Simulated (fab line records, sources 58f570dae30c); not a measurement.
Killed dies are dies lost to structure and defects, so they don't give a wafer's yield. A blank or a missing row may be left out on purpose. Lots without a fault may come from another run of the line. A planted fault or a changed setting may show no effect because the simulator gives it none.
One fault seen from 2 desks | flow berkeley_cmos170 | each desk has only its own numbers; what lay behind them comes last

THE METROLOGY DESK
What the gauges read, lot by lot, whatever tool the lot ran on: means of the sampled wafers that have a number. A lot is out of limits, marked OUT, if its mean lies more than 4 standard deviations from the usual mean; the brackets give that distance.
Columns: A = M3_OVL at UCB170_M3_OVL_MEAS_16, usual 1 nm
lot  | first seen here | A
L854 | day 9 00:40     | 9
L853 | day 9 05:52     | 7
L857 | day 9 08:30     | -8
L855 | day 9 12:53     | -1
L858 | day 10 04:08    | 7
L860 | day 10 09:16    | -5
L859 | day 10 09:58    | -1
L862 | day 10 23:50    | 9
L868 | day 11 21:05    | 7
L871 | day 12 01:06    | -3
L869 | day 12 04:41    | -4
L873 | day 12 20:13    | 7
L875 | day 12 23:56    | -5
L876 | day 13 15:50    | -3
This desk's finding: nothing out of limits on any of the 14 lots.

THE TOOL OWNER'S DESK: rie_diel-01
The tool's own readings at UCB170_V1_ETCH_14 (etches SiO2 in CHF3/CF4/Ar, stops on Al, target depth 1250 nm, time 291 s): means of the sampled wafers that have a number, for each lot that ran on this tool. A lot is out of limits, marked OUT, if its mean lies more than 4 standard deviations from the usual mean; the brackets give that distance.
Columns: A = CHF3_flow_sccm at UCB170_V1_ETCH_14, usual 44.99 sccm; B = drypump_motor_current_A at UCB170_V1_ETCH_14, usual 5.6 A; C = oes_product_au at UCB170_V1_ETCH_14, usual 0.874 a.u.; D = throttle_valve_pct at UCB170_V1_ETCH_14, usual 6.95 %
lot  | first seen here | A     | B   | C                | D
L857 | day 8 22:46     | 45.05 | 5.6 | 0.887            | 6.92
L859 | day 10 00:49    | 45.03 | 5.5 | 0.874            | 6.89
L868 | day 11 10:22    | 44.98 | 5.6 | 0.783 (-5.7) OUT | 6.90
L869 | day 11 19:49    | 44.91 | 5.6 | 0.795 (-4.9) OUT | 6.92
This desk's finding: out of limits on L868, L869; first on L868, day 11 10:22 (oes_product_au at UCB170_V1_ETCH_14). In limits: L857, L859.

PUT TOGETHER
The tool owner's desk could have raised an alarm at day 11 10:22, on L868, L869.
The metrology desk saw nothing out of limits.
The metrology desk has L868, L869 on record, within its limits.
Of the lots named, all ran UCB170_V1_ETCH_14 on rie_diel-01.

WHAT THE SIMULATOR HAD PUT IN
Process parameter drift: rie_diel-01, from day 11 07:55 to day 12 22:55, at UCB170_V1_ETCH_14. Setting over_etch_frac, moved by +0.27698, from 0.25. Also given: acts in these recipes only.
Lots struck among those shown: L868, L869.
Hours from the fault's start to each desk's first reading out of limits: the tool owner's desk, 2.
